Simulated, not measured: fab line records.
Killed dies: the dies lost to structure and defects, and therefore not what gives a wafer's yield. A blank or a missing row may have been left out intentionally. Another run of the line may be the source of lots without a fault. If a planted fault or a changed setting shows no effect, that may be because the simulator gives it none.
fab line records	flow berkeleyCmos170
record lots=5	wafers=27
route steps=331 shown SCREENOX@101 GATE@127 SPACER@171 V1@254 M2@289 M3@331
startH: the number of hours between the record's first day and the start of the first shown wafer of the lot	waitH: hours from the lot's prior step to this one	" repeats the value in the row above	L1.1+2: one row covering several wafers at once	- no value present, or no start provided	* or withheld: withheld	< > ~ a bound
route shown NAME@n: NAME is a module with steps in the file, n the number in the route of the first one	usual: the fault-free wafers' mean and standard deviation	same: alike in all rows	chamber/n: place in a boat	sites: each site's reading	_std_site: standard deviation of those values	_edge_site: the outer-site mean with the inner-site mean subtracted	radiusMm: for every site, how far away it sits from the centre of the wafer	mask NAME#n: copy n	behind: the most recent tool/chamber to have shaped the wafer	hold: cause of the lot's hold/its duration in hours/its outcome	device: whichever transistor did not switch (one of n, p or np)	end of line: tests of these same wafers at the route's end	a step without rows: its recipe alone	killed: dies that structure and defects cost at the first sort, which is not the same as the wafer's yield	map: shows each die of a wafer: x if killed, . if not, _ if none is there
set.NAME: the setting that was run; set.NAME@STEP: the one run at that earlier step	model.NAME: the simulator's own value behind a step, which no gauge read
one table per step and one row per wafer, for lots whose settings were changed on purpose
## steps
# step UCB170_SCREENOX_OXIDATION_01
# recipe tempC=900	ambient=O2	targetThkA=144	oxTimeS=2400
lot.wafer	tool	chamber	startH	waitH	set.oxTimeS	model.SiO2_of_SCREENOX_OXIDATION_01.thkNm
L074.1	-	-	-	1.8	2400	14.5
L074.2	"	-	"	"	2400	14.51
L074.3	"	-	"	"	2400	14.15
L074.4	"	-	"	"	2400	14.37
L074.5	"	-	"	"	2400	14.36
L074.6	"	-	"	"	2400	14.45
L075.1	-	-	-	1.8	1731	11.69
L075.2	"	-	"	"	1731	11.6
L075.3	"	-	"	"	1731	11.55
L075.4	"	-	"	"	1731	11.34
L075.5	"	-	"	"	1731	11.56
L075.6	"	-	"	"	1731	11.62
L077.1	furnace-03	0	110.29	0.4	2400	14.35
L077.2	"	0	"	"	2400	14.37
L077.5	"	0	"	"	2400	14.31
L076.1	-	-	-	2.4	3015	16.89
L076.2	"	-	"	"	3015	17.05
L076.3	"	-	"	"	3015	16.83
L076.4	"	-	"	"	3015	16.76
L076.5	"	-	"	"	3015	17.25
L076.6	"	-	"	"	3015	17.04
L081.1	-	-	-	4.6	2400	13.82
L081.2+5	"	-	"	"	2400	13.95
L081.3	"	-	"	"	2400	13.83
L081.4	"	-	"	"	2400	14.02
L081.6	"	-	"	"	2400	13.92
# step UCB170_SCREENOX_THK_MEAS_02
# recipe reads=SiO2_of_SCREENOX_OXIDATION_01
# usual SCREENOX_OXIDE_THK=14.38/0.22
lot.wafer	tool	chamber	startH	waitH	set.oxTimeS@SCREENOX_OXIDATION_01	SCREENOX_OXIDE_THK[nm]
L074.1	filmMetro-03	-	-	-	2400	14.48
L074.2	"	-	"	"	2400	14.49
L074.3	"	-	"	"	2400	14.13
L074.4	"	-	"	"	2400	14.31
L074.5	"	-	"	"	2400	14.36
L074.6	"	-	"	"	2400	14.46
L075.1	filmMetro-01	-	-	-	1731	11.71
L075.2	"	-	"	"	1731	11.58
L075.3	"	-	"	"	1731	11.58
L075.4	"	-	"	"	1731	11.33
L075.5	"	-	"	"	1731	11.59
L075.6	"	-	"	"	1731	11.63
L077.1	filmMetro-01	-	112.01	0.0	2400	14.39
L077.2	"	-	"	"	2400	14.34
L077.5	"	-	"	"	2400	14.33
L076.1	filmMetro-03	-	-	-	3015	16.88
L076.2	"	-	"	"	3015	17.07
L076.3	"	-	"	"	3015	16.81
L076.4	"	-	"	"	3015	16.72
L076.5	"	-	"	"	3015	17.24
L076.6	"	-	"	"	3015	17.02
L081.1	filmMetro-02	-	-	-	2400	13.81
L081.2	"	-	"	"	2400	13.90
L081.3	"	-	"	"	2400	13.88
L081.4	"	-	"	"	2400	14.03
L081.5	"	-	"	"	2400	13.97
L081.6	"	-	"	"	2400	13.90
# step UCB170_GATE_OXIDATION_01
# recipe tempC=850	ambient=O2	targetThkA=66	oxTimeS=1800
lot.wafer	tool	chamber	startH	waitH	set.oxTimeS	model.SiO2_of_GATE_OXIDATION_01.thkNm
L074.1	-	-	-	2.5	1380	5.553
L074.2	"	-	"	"	1380	5.593
L074.3	"	-	"	"	1380	5.558
L074.4	"	-	"	"	1380	5.615
L074.5	"	-	"	"	1380	5.572
L074.6	"	-	"	"	1380	5.628
L075.1	-	-	-	2.8	2789	9.246
L075.2+5	"	-	"	"	2789	9.198
L075.3	"	-	"	"	2789	9.315
L075.4	"	-	"	"	2789	9.166
L075.6	"	-	"	"	2789	9.168
L077.1	furnace-01	0	123.97	4.5	1800	6.738
L077.2	"	0	"	"	1800	6.841
L077.5	"	0	"	"	1800	6.799
L076.1	-	-	-	0.3	1800	6.645
L076.2	"	-	"	"	1800	6.724
L076.3	"	-	"	"	1800	6.675
L076.4	"	-	"	"	1800	6.597
L076.5	"	-	"	"	1800	6.668
L076.6	"	-	"	"	1800	6.688
L081.1	-	-	-	2.0	2640	8.794
L081.2	"	-	"	"	2640	8.687
L081.3	"	-	"	"	2640	8.729
L081.4	"	-	"	"	2640	8.691
L081.5	"	-	"	"	2640	8.765
L081.6	"	-	"	"	2640	8.578
# step UCB170_GATE_THK_MEAS_02
# recipe reads=SiO2_of_GATE_OXIDATION_01
# usual GATE_OXIDE_THK=6.63/0.13
lot.wafer	tool	chamber	startH	waitH	set.oxTimeS@GATE_OXIDATION_01	GATE_OXIDE_THK[nm]
L074.1	filmMetro-03	-	-	-	1380	5.51
L074.2	"	-	"	"	1380	5.60
L074.3	"	-	"	"	1380	5.56
L074.4	"	-	"	"	1380	5.65
L074.5	"	-	"	"	1380	5.55
L074.6	"	-	"	"	1380	5.65
L075.1	filmMetro-04	-	-	-	2789	9.23
L075.2	"	-	"	"	2789	9.15
L075.3	"	-	"	"	2789	9.34
L075.4	"	-	"	"	2789	9.24
L075.5	"	-	"	"	2789	9.25
L075.6	"	-	"	"	2789	9.18
L077.1	filmMetro-04	-	125.47	0.0	1800	6.70
L077.2	"	-	"	"	1800	6.86
L077.5	"	-	"	"	1800	6.77
L076.1	filmMetro-01	-	-	-	1800	6.65
L076.2	"	-	"	"	1800	6.70
L076.3	"	-	"	"	1800	6.71
L076.4	"	-	"	"	1800	6.60
L076.5	"	-	"	"	1800	6.69
L076.6	"	-	"	"	1800	6.67
L081.1	filmMetro-03	-	-	-	2640	8.79
L081.2	"	-	"	"	2640	8.69
L081.3	"	-	"	"	2640	8.74
L081.4	"	-	"	"	2640	8.74
L081.5	"	-	"	"	2640	8.81
L081.6	"	-	"	"	2640	8.53
# step UCB170_SPACER_CVD_00
# recipe material=SiO2	targetThkNm=376	tempC=390	precursor=TEOS/O2	timeS=47	rfW=550	pressureMtorr=9000
lot.wafer	tool	chamber	startH	waitH	set.timeS	model.SiO2_of_SPACER_CVD_00.thkNm
L074.1	pecvd-02	2	139.59	0.0	47	381.2
L074.2	"	1	"	"	21.05	182.4
L074.3	"	0	"	"	47	370.9
L074.4	"	1	"	"	21.05	180.3
L074.5	"	0	"	"	21.05	170.3
L074.6	"	2	"	"	47	384.2
L075.1	pecvd-03	1	139.99	0.0	47	365.5
L075.2	"	0	"	"	47	376.5
L075.3	"	2	"	"	47	375
L075.4	"	0	"	"	47	379.4
L075.5	"	1	"	"	47	374.6
L075.6	"	2	"	"	47	377.1
L077.1	pecvd-02	1	140.21	0.0	47	387.5
L077.2	"	2	"	"	47	383.3
L077.5	"	1	"	"	47	391
L076.1	pecvd-02	0	148.26	0.0	68.33	542.9
L076.2	"	2	"	"	47	379.6
L076.3	"	0	"	"	47	378.6
L076.4	"	2	"	"	68.33	556.9
L076.5	"	2	"	"	47	388.6
L076.6	"	0	"	"	68.33	551.1
L081.1	pecvd-03	1	152.23	0.0	47	364.1
L081.2	"	2	"	"	63.63	508.2
L081.3	"	0	"	"	63.63	508.1
L081.4	"	0	"	"	63.63	518.1
L081.5	"	2	"	"	47	384.5
L081.6	"	1	"	"	47	376.4
# step UCB170_SPACER_THK_MEAS_01
# recipe reads=SiO2_of_SPACER_CVD_00
# usual SPACER_TEOS_THK=380/6.5
lot.wafer	tool	chamber	startH	waitH	set.timeS@SPACER_CVD_00	SPACER_TEOS_THK[nm]
L074.1	filmMetro-02	-	139.64	0.0	47	381
L074.2	"	-	"	"	21.05	182
L074.3	"	-	"	"	47	371
L074.4	"	-	"	"	21.05	180
L074.5	"	-	"	"	21.05	170
L074.6	"	-	"	"	47	384
L075.1	filmMetro-04	-	140.03	0.0	47	366
L075.2	"	-	"	"	47	377
L075.3	"	-	"	"	47	375
L075.4	"	-	"	"	47	379
L075.5	"	-	"	"	47	375
L075.6	"	-	"	"	47	377
L077.1	filmMetro-01	-	140.25	0.0	47	388
L077.2	"	-	"	"	47	383
L077.5	"	-	"	"	47	391
L076.1	filmMetro-04	-	148.32	0.0	68.33	543
L076.2	"	-	"	"	47	380
L076.3	"	-	"	"	47	379
L076.4	"	-	"	"	68.33	557
L076.5	"	-	"	"	47	389
L076.6	"	-	"	"	68.33	551
L081.1	filmMetro-02	-	152.27	0.0	47	364
L081.2	"	-	"	"	63.63	508
L081.3	"	-	"	"	63.63	509
L081.4	"	-	"	"	63.63	518
L081.5	"	-	"	"	47	384
L081.6	"	-	"	"	47	376
# step UCB170_SPACER_ANNEAL_02
# recipe tempC=900	timeS=1800	ambient=N2
# step UCB170_SPACER_ETCHBACK_03
# recipe stopOn=Si	target=SiO2	chemistry=CHF3/CF4/Ar	CHF3_flow_sccm=50	cf4FlowSccm=10	Ar_flow_sccm=120	pressureMtorr=200	rfW=500	targetDepthA=3760	timeS=100
# usual oesProductAu=0.906/0.022
lot.wafer	tool	chamber	startH	waitH	set.timeS@SPACER_CVD_00	oesProductAu	model.etch.depthNm
L074.1	rieDiel-02	3	143.23	0.0	47	0.908	381.2
L074.2	"	1	"	"	21.05	0.575	182.4
L074.3	"	0	"	"	47	0.919	370.9
L074.4	"	2	"	"	21.05	0.533	180.3
L074.5	"	0	"	"	21.05	0.546	170.3
L074.6	"	3	"	"	47	0.914	384.2
L075.1	rieDiel-04	2	143.23	0.0	47	0.856	365.5
L075.2	"	1	"	"	47	0.891	376.5
L075.3	"	3	"	"	47	0.904	375
L075.4	"	0	"	"	47	0.886	379.4
L075.5	"	3	"	"	47	0.910	374.6
L075.6	"	2	"	"	47	0.877	377.1
L077.1	rieDiel-03	2	143.23	0.0	47	0.912	387.5
L077.2	"	3	"	"	47	0.933	383.3
L077.5	"	3	"	"	47	0.939	391
L076.1	rieDiel-04	3	152.03	0.0	68.33	0.976	414.3
L076.2	"	1	"	"	47	0.898	379.6
L076.3	"	2	"	"	47	0.882	378.6
L076.4	"	0	"	"	68.33	0.996	440
L076.5	"	3	"	"	47	0.926	388.6
L076.6	"	0	"	"	68.33	0.987	439.9
L081.1	rieDiel-04	1	156.08	0.0	47	0.874	364.1
L081.2	"	3	"	"	63.63	0.985	416.2
L081.3	"	2	"	"	63.63	0.951	416.1
L081.4	"	2	"	"	63.63	0.947	412.5
L081.5	"	1	"	"	47	0.913	384.5
L081.6	"	3	"	"	47	0.918	376.4
# step UCB170_V1_CVD_00
# recipe material=SiO2	targetThkNm=2000	tempC=390	precursor=TEOS/O2	timeS=250	rfW=550	pressureMtorr=9000
lot.wafer	tool	chamber	startH	waitH	set.timeS	model.SiO2_of_V1_CVD_00.thkNm
L075.1	pecvd-01	0	158.74	0.0	250	2004
L075.2	"	2	"	"	128.1	1001
L075.3	"	1	"	"	128.1	1048
L075.4	"	0	"	"	128.1	1046
L075.5	"	2	"	"	250	2010
L075.6	"	1	"	"	250	2036
L077.1	pecvd-02	0	158.74	0.0	250	2047
L077.2	"	2	"	"	250	2016
L077.5	"	0	"	"	250	2035
L074.1	pecvd-04	0	162.67	0.0	250	1976
L074.2	"	1	"	"	250	1985
L074.3	"	2	"	"	376.2	2965
L074.4	"	0	"	"	250	2003
L074.5	"	2	"	"	376.2	3024
L074.6	"	1	"	"	376.2	3038
L076.1	pecvd-02	2	169.17	0.0	250	2046
L076.2	"	0	"	"	250	2032
L076.3	"	1	"	"	375.8	3007
L076.4	"	1	"	"	375.8	3055
L076.5	"	2	"	"	250	2038
L076.6	"	0	"	"	375.8	3086
L081.1	pecvd-04	0	172.26	0.0	250	1994
L081.2	"	2	"	"	250	1959
L081.3	"	1	"	"	250	1991
L081.4	"	1	"	"	250	2025
L081.5	"	0	"	"	250	2020
L081.6	"	2	"	"	250	2013
# step UCB170_V1_THK_MEAS_01
# recipe reads=SiO2_of_V1_CVD_00
# usual V1_TEOS_THK=2009/29
lot.wafer	tool	chamber	startH	waitH	set.timeS@V1_CVD_00	V1_TEOS_THK[nm]
L075.1	filmMetro-02	-	158.89	0.1	250	2003
L075.2	"	-	"	"	128.1	1001
L075.3	"	-	"	"	128.1	1047
L075.4	"	-	"	"	128.1	1047
L075.5	"	-	"	"	250	2009
L075.6	"	-	"	"	250	2035
L077.1	filmMetro-01	-	158.89	0.1	250	2047
L077.2	"	-	"	"	250	2016
L077.5	"	-	"	"	250	2036
L074.1	filmMetro-02	-	162.83	0.1	250	1977
L074.2	"	-	"	"	250	1984
L074.3	"	-	"	"	376.2	2967
L074.4	"	-	"	"	250	2002
L074.5	"	-	"	"	376.2	3024
L074.6	"	-	"	"	376.2	3038
L076.1	filmMetro-02	-	169.32	0.1	250	2047
L076.2	"	-	"	"	250	2032
L076.3	"	-	"	"	375.8	3008
L076.4	"	-	"	"	375.8	3054
L076.5	"	-	"	"	250	2040
L076.6	"	-	"	"	375.8	3086
L081.1	filmMetro-02	-	172.41	0.1	250	1994
L081.2	"	-	"	"	250	1958
L081.3	"	-	"	"	250	1992
L081.4	"	-	"	"	250	2024
L081.5	"	-	"	"	250	2020
L081.6	"	-	"	"	250	2012
# step UCB170_M2_METAL_ETCH_18
# recipe chemistry=Cl2/BCl3	target=Al	stopOn=SiO2	pressureMtorr=12	targetDepthA=11700	overEtchFrac=0.3	timeS=195	icpW=600	biasW=120	Cl2_flow_sccm=90	bcl3FlowSccm=45
# usual oesProductAu=0.856/0.015
lot.wafer	tool	chamber	startH	waitH	set.targetDepthA	oesProductAu	model.M2.featureDepthNm	model.etch.depthNm	model.KrF_of_M2_COAT_10.thkNm
L075.1	rieMetal-01	1	168.49	-	5061	1.039	533.6	533.6	574.2
L075.2	"	1	"	"	5061	1.036	537.4	537.4	574
L075.3	"	1	"	"	11700	0.850	956.9	896.8	161.7
L075.4	"	1	"	"	11700	0.844	945.7	886.4	170.4
L075.5	"	1	"	"	5061	1.030	537.3	537.3	572.1
L075.6	"	1	"	"	11700	0.833	946.5	886.9	165.9
L077.1	rieMetal-03	0	168.76	-	11700	0.847	943.6	885.5	202.5
L077.2	"	1	"	"	11700	0.882	961.9	902.3	188.8
L077.5	"	0	"	"	11700	0.842	930.8	872.6	199
L074.1	rieMetal-02	1	169.37	-	8124	0.996	829.2	829.2	404.8
L074.2	"	1	"	"	8124	0.996	823.6	823.6	411.7
L074.3	"	1	"	"	11700	0.846	974.7	917.1	199.4
L074.4	"	1	"	"	11700	0.832	963.9	905.8	191
L074.5	"	1	"	"	11700	0.848	967.7	909.9	196.4
L074.6	"	1	"	"	8124	1.001	834.2	834.2	405.1
L076.1	rieMetal-03	1	175.90	-	11700	0.884	959.8	900.2	199.3
L076.2	"	0	"	"	17130	0.706	993.4	903.5	0
L076.3	"	1	"	"	11700	0.880	969.7	910.2	198.6
L076.4	"	0	"	"	17130	0.710	1006	915.3	0
L076.5	"	1	"	"	11700	0.879	958.4	898.8	190.3
L076.6	"	0	"	"	17130	0.710	1012	921.9	0
L081.1	rieMetal-02	1	183.38	-	11700	0.849	965.4	908.1	201.4
L081.2	"	1	"	"	11700	0.840	949.6	892.3	203.4
L081.3	"	1	"	"	11700	0.840	958.4	901.1	199.9
L081.4	"	1	"	"	11700	0.843	954.5	897.2	207.4
L081.5	"	1	"	"	11700	0.841	951.8	894.5	205.3
L081.6	"	1	"	"	11700	0.843	958.7	901.4	198.8
# step UCB170_M2_STRIP_19
# recipe chemistry=O2	powerW=400	pressureMtorr=3500	platenTempC=withheld	o2FlowSccm=400	overashFraction=0.5
# usual oesProductAu=0.530/0.024
lot.wafer	tool	chamber	startH	waitH	set.targetDepthA@M2_METAL_ETCH_18	oesProductAu
L075.1	plasmaAsher-04	0	168.86	0.3	5061	0.727
L075.2	"	1	"	"	5061	0.723
L075.3	"	0	"	"	11700	0.495
L075.4	"	1	"	"	11700	0.499
L075.5	"	0	"	"	5061	0.726
L075.6	"	1	"	"	11700	0.497
L077.1	plasmaAsher-02	1	168.95	0.1	11700	0.529
L077.2	"	0	"	"	11700	0.514
L077.5	"	1	"	"	11700	0.539
L074.1	plasmaAsher-02	0	169.74	0.3	8124	0.720
L074.2	"	1	"	"	8124	0.717
L074.3	"	0	"	"	11700	0.524
L074.4	"	1	"	"	11700	0.516
L074.5	"	1	"	"	11700	0.526
L074.6	"	0	"	"	8124	0.721
L076.1	plasmaAsher-03	0	176.08	0.1	11700	0.524
L076.2	"	1	"	"	17130	0.308
L076.3	"	0	"	"	11700	0.534
L076.4	"	1	"	"	17130	0.307
L076.5	"	1	"	"	11700	0.528
L076.6	"	0	"	"	17130	0.306
L081.1	plasmaAsher-02	1	183.76	0.3	11700	0.539
L081.2	"	0	"	"	11700	0.540
L081.3	"	0	"	"	11700	0.530
L081.4	"	1	"	"	11700	0.537
L081.5	"	1	"	"	11700	0.541
L081.6	"	0	"	"	11700	0.535
# step UCB170_M2_CD_MEAS_90
# recipe targetCdNm=700
# usual cdNm=699/3.3
lot.wafer	tool	chamber	startH	waitH	set.targetDepthA@M2_METAL_ETCH_18	cdNm
L075.1	cdSem-02	-	168.96	0.1	5061	723
L075.2	"	-	"	"	5061	724
L075.3	"	-	"	"	11700	695
L075.4	"	-	"	"	11700	697
L075.5	"	-	"	"	5061	722
L075.6	"	-	"	"	11700	694
L077.1	cdSem-01	-	169.05	0.1	11700	703
L077.2	"	-	"	"	11700	699
L077.5	"	-	"	"	11700	706
L074.1	cdSem-01	-	169.84	0.1	8124	716
L074.2	"	-	"	"	8124	717
L074.3	"	-	"	"	11700	700
L074.4	"	-	"	"	11700	700
L074.5	"	-	"	"	11700	700
L074.6	"	-	"	"	8124	716
L076.1	cdSem-02	-	176.18	0.1	11700	701
L076.2	"	-	"	"	17130	681
L076.3	"	-	"	"	11700	701
L076.4	"	-	"	"	17130	680
L076.5	"	-	"	"	11700	702
L076.6	"	-	"	"	17130	681
L081.1	cdSem-02	-	183.89	0.1	11700	702
L081.2	"	-	"	"	11700	702
L081.3	"	-	"	"	11700	700
L081.4	"	-	"	"	11700	700
L081.5	"	-	"	"	11700	703
L081.6	"	-	"	"	11700	702
# step UCB170_M3_PROBE_99
lot.wafer	tool	chamber	startH	waitH	set.timeS@SPACER_CVD_00	model.etest.pmos_0p35.rOnOhmUm	model.etest.pmos_0p6.rOnOhmUm	model.etest.ppolyLine.lineOhmUm	model.etest.ppolyLine.rsOhmSq	model.etest.ppolySal.rsOhmSq
L077.1	prober-02	-	176.20	0.1	47	4681	8536	15.22	4.907	4.163
L077.2	prober-02	-	176.25	0.1	47	4540	8365	14.92	4.813	4.084
L077.5	prober-02	-	176.40	0.2	47	4815	8667	15.28	4.888	4.217
L075.1	prober-01	-	176.23	0.1	47	5716	1.054e+04	15.04	4.75	4.082
L075.3	prober-01	-	176.33	0.2	47	5823	1.079e+04	14.99	4.8	4.074
L075.4	prober-01	-	176.38	0.2	47	5797	1.074e+04	15.25	4.888	4.138
L075.5	prober-01	-	176.43	0.2	47	5829	1.066e+04	15.14	4.845	4.145
L075.6	prober-01	-	176.48	0.2	47	5848	1.073e+04	15.04	4.73	4.082
L074.1	prober-02	-	177.37	0.1	47	4086	7408	15.07	4.793	4.031
L074.2	prober-02	-	177.42	0.1	21.05	-	-	15.2	4.842	4.086
L074.4	prober-02	-	177.52	0.2	21.05	-	-	14.86	4.721	4.04
L074.6	prober-02	-	177.62	0.2	47	4124	7564	15.34	4.801	4.081
L076.1	prober-02	-	184.50	0.1	68.33	-	-	-	-	-
L076.2	prober-02	-	184.55	0.1	47	4669	8475	19.04	6.222	5.043
L076.3	prober-02	-	184.60	0.2	47	4699	8504	19.35	6.237	5.061
L076.4	prober-02	-	184.65	0.2	68.33	6602	1.116e+04	-	-	-
L076.5	prober-02	-	184.70	0.2	47	4741	8607	14.93	4.811	4.065
L076.6	prober-02	-	184.75	0.2	68.33	6292	1.084e+04	1.378e+04	4810	4838
L081.1	prober-01	-	189.26	0.1	47	5367	1e+04	14.78	4.698	4.039
L081.2	prober-01	-	189.31	0.1	63.63	6294	1.113e+04	1996	689.4	691.8
L081.3	prober-01	-	189.36	0.2	63.63	6248	1.106e+04	2091	730.5	737.3
L081.5	prober-01	-	189.46	0.2	47	5585	1.019e+04	14.75	4.734	4.039
L081.6	prober-01	-	189.51	0.2	47	5595	1.026e+04	15	4.729	4.058
# killed by level:class
L077.1 SILICIDE:geometricParticle:open=2
L077.2 SPACER:geometricParticle:open=1 SILICIDE:geometricParticle:short=1 M2:geometricParticle:open=1
L077.5 PWELL:areaEtch=2 SPACER:geometricParticle:open=1
## key
split step=UCB170_SCREENOX_OXIDATION_01	setting=oxTimeS	stated=2400	by=lot
response step=UCB170_SCREENOX_OXIDATION_01	reading=model.SiO2_of_SCREENOX_OXIDATION_01.thkNm	change=+0.101	per=1%	r=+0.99
response step=UCB170_SCREENOX_THK_MEAS_02	reading=SCREENOX_OXIDE_THK	change=+0.101	per=1%	r=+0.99
split step=UCB170_GATE_OXIDATION_01	setting=oxTimeS	stated=1800	by=lot
response step=UCB170_GATE_OXIDATION_01	reading=model.SiO2_of_GATE_OXIDATION_01.thkNm	change=+0.0453	per=1%	r=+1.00
response step=UCB170_GATE_THK_MEAS_02	reading=GATE_OXIDE_THK	change=+0.0455	per=1%	r=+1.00
split step=UCB170_SPACER_CVD_00	setting=timeS	stated=47	by=wafer
response step=UCB170_SPACER_CVD_00	reading=model.SiO2_of_SPACER_CVD_00.thkNm	change=+3.7	per=1%	r=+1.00
response step=UCB170_SPACER_THK_MEAS_01	reading=SPACER_TEOS_THK	change=+3.7	per=1%	r=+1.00
response step=UCB170_SPACER_ETCHBACK_03	reading=oesProductAu	change=+0.00408	per=1%	r=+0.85
response step=UCB170_SPACER_ETCHBACK_03	reading=model.etch.depthNm	change=+2.32	per=1%	r=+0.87
response step=UCB170_M3_PROBE_99	reading=model.etest.pmos_0p6.rOnOhmUm	change=+44	per=1%	r=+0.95
response step=UCB170_M3_PROBE_99	reading=model.etest.ppolyLine.lineOhmUm	shape=bent	atLowest=15.03	atStated=15.57	atHighest=1.378e+04
response step=UCB170_M3_PROBE_99	reading=model.etest.pmos_0p35.rOnOhmUm	change=+32	per=1%	r=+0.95
response step=UCB170_M3_PROBE_99	reading=model.etest.ppolySal.rsOhmSq	shape=bent	atLowest=4.063	atStated=4.213	atHighest=4838
split step=UCB170_V1_CVD_00	setting=timeS	stated=250	by=wafer
response step=UCB170_V1_CVD_00	reading=model.SiO2_of_V1_CVD_00.thkNm	change=+20.2	per=1%	r=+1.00
response step=UCB170_V1_THK_MEAS_01	reading=V1_TEOS_THK	change=+20.2	per=1%	r=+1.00
split step=UCB170_M2_METAL_ETCH_18	setting=targetDepthA	stated=11700	by=wafer
response step=UCB170_M2_METAL_ETCH_18	reading=oesProductAu	change=-0.00375	per=1%	r=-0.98
response step=UCB170_M2_METAL_ETCH_18	reading=model.M2.featureDepthNm	shape=bent	atLowest=536.1	atStated=956.6	atHighest=1004
response step=UCB170_M2_METAL_ETCH_18	reading=model.etch.depthNm	shape=bent	atLowest=536.1	atStated=898.2	atHighest=913.5
response step=UCB170_M2_METAL_ETCH_18	reading=model.KrF_of_M2_COAT_10.thkNm	change=-6.13	per=1%	r=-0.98
response step=UCB170_M2_STRIP_19	reading=oesProductAu	change=-0.00464	per=1%	r=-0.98
response step=UCB170_M2_CD_MEAS_90	reading=cdNm	change=-0.481	per=1%	r=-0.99
